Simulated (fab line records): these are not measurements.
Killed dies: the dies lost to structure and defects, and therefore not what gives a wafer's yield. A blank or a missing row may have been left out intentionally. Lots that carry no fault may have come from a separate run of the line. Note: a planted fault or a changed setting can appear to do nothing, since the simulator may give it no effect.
Problem report, 8D (eight disciplines) form, completed by code || flow berkeley_cmos170 || the parts of the form that need people (team, actions taken, sign-off) are left out

== 1. WHAT WENT WRONG ==
At UCB170_SILICIDE_RTA_04, wafer_temp_C_max averages 648.6 over 5 wafers from 2 lots, while fault-free wafers read 653.4, standard deviation 1.1. That is -4.4 standard deviations from the usual mean.
The step: time 15 s.
Earliest sighting: wafer L866.2 on rtp_anneal-02 at day 10 18:46. At this step, 41 wafers from 14 lots have a number in the record. Rule for "out", or "out of limits": more than 4 standard deviations from the usual mean. Any other wafer with a number is counted as sound.

== 2. WHAT THIS IS AND IS NOT ==
{"question": "which readings at this step", "is": "wafer_temp_C_max", "is not": "lamp_power_pct"}
{"question": "which lots", "is": "L866, L868", "is not": "L853, L855, L856, L857, L858, L859, L861, L862, L863, L864, L865, L867"}
{"question": "which wafers of those lots", "is": "all that have a number", "is not": "-"}
{"question": "read on which tools", "is": "rtp_anneal-02", "is not": "rtp_anneal-01"}
{"question": "when", "is": "from day 10 18:46", "is not": "up to then (33 sound wafers); but 3 sound wafers of L867 came after"}

== 3. THE SUSPECTS, EACH WITH WHAT RULES IT OUT ==
Counting: a tool stays on the suspect list if, at a process step up to the reading, it processed all lots that are out and no sound lot following the first of them.
- rtp_anneal-02 at UCB170_SILICIDE_RTA_04 (time 15 s): kept. Every lot that is out went through it, starting with L866 (day 10 18:46), and after that it ran no sound lot; the last sound lot it ran before then is L861 (day 10 16:42). Its own readings are out on those wafers: wafer_temp_C_max.
The count leaves rtp_anneal-02 at UCB170_SILICIDE_RTA_04.

== 4. THE CAUSE (what the simulator had put in) ==
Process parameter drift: rtp_anneal-02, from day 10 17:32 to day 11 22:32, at UCB170_SILICIDE_RTA_04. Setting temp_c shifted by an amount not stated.
Only this tool survived the counting.

== 5. THE CHAIN OF EFFECTS, in route order ==
Each row: a reading whose mean over the struck wafers that have a number lies more than 3 standard deviations from the usual. Readings are gone through only where the record gives a usual standard deviation; hours: the median, over the lots, of the time from a lot's start at the first step in this table giving one to that lot's start at this step; sigmas: the change measured in usual standard deviations.
{"hours": 0, "step": "UCB170_SILICIDE_RTA_04", "reading": "wafer_temp_C_max", "usual": 653.4, "on struck wafers": 648.6, "change": -4.8, "sigmas": -4.4}
Process steps it contains:
- UCB170_SILICIDE_RTA_04: time 15 s.

== 6. HOW IT WOULD HAVE BEEN CAUGHT EARLIER ==
In this record the first reading out of limits was taken at day 10 18:46, 1 hour after the fault began at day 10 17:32.
